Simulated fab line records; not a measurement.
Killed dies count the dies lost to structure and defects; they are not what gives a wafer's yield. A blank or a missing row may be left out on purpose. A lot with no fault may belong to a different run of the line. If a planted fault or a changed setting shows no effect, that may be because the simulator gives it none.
A single fault, viewed from 2 desks ; flow berkeley_cmos170 ; only its own numbers are on each desk; what lay behind them is given at the end

AT THE TOOL OWNER'S DESK: litho_track-02
The tool's own readings at UCB170_NSD_PEB_04, given as means over the sampled wafers that have a number, one for each lot that went through this tool. Any lot whose mean is over 4 standard deviations away from the usual mean is out of limits and marked OUT; that distance is given in the brackets.
Columns: A = heater_power_total_W at UCB170_NSD_PEB_04, usual 56.80 W; B = plate_temp_C at UCB170_NSD_PEB_04, usual 130.03 C
lot;first seen here;A;B
L219;day 7 18:12;56.81;130.16
L223;day 8 11:17;56.76;130.06
L230;day 10 06:20;58.10 (+27) OUT;132.34 (+15) OUT
L229;day 10 06:50;58.07 (+26) OUT;132.31 (+15) OUT
This desk's finding: out of limits on L229, L230; first on L230, day 10 06:20 (heater_power_total_W at UCB170_NSD_PEB_04). Within limits: L219, L223.

THE METROLOGY DESK
Means of the sampled wafers that have a number, per lot and without regard to the tool the lot ran on: this is what the gauges read. Any lot whose mean is over 4 standard deviations away from the usual mean is out of limits and marked OUT; that distance is given in the brackets.
Columns: A = FIELD_OXIDE_LEFT_2_THK at UCB170_FIELD_THK_MEAS_91, usual 353 nm; B = cd_nm at UCB170_GATE_CD_MEAS_12, usual 349.8 nm; C = cd_nm at UCB170_NSD_CD_MEAS_06, usual 1199.9 nm
lot;first seen here;A;B;C
L219;day 6 10:53;345;349.1;1199.8
L220;day 6 11:21;351;349.5;1199.8
L221;day 7 04:17;350;347.7;1200.4
L223;day 7 08:25;339;351.4;1201.8
L229;day 8 23:23;370;348.6;1211.4 (+9.6) OUT
L228;day 9 00:21;360;349.8;1199.8
L230;day 9 00:31;364;350.8;1211.6 (+9.7) OUT
L234;day 9 17:32;355;349.4;1201.4
L235;day 9 17:58;357;351.2;1201.8
L237;day 10 13:54;346;349.0;1200.1
L241;day 11 04:45;370;349.7;1201.0
L240;day 11 05:44;350;349.9;1198.1
L242;day 11 06:03;345;348.7;1199.2
L238;day 11 10:23;341;351.3;1199.5
This desk's finding: out of limits on L229, L230; first on L230, day 10 06:36 (cd_nm at UCB170_NSD_CD_MEAS_06). Within limits: L219, L220, L221, L223, L228, L234, L235, L237, L241, L240, L242, L238.

TAKEN TOGETHER
The tool owner's desk had the chance to raise an alarm at day 10 06:20 on L229, L230.
On L229, L230, the metrology desk was in a position to raise an alarm at day 10 06:36.
Every lot named ran UCB170_NSD_PEB_04 on litho_track-02.

WHAT HAD BEEN PUT IN BY THE SIMULATOR
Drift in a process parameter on litho_track-02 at UCB170_NSD_PEB_04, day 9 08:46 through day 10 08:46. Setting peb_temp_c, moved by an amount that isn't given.
Struck lots among those shown: L229, L230.
Delay (hours) between the fault's onset and each desk's first out-of-limits reading: 22 at the tool owner's desk, 22 at the metrology desk.
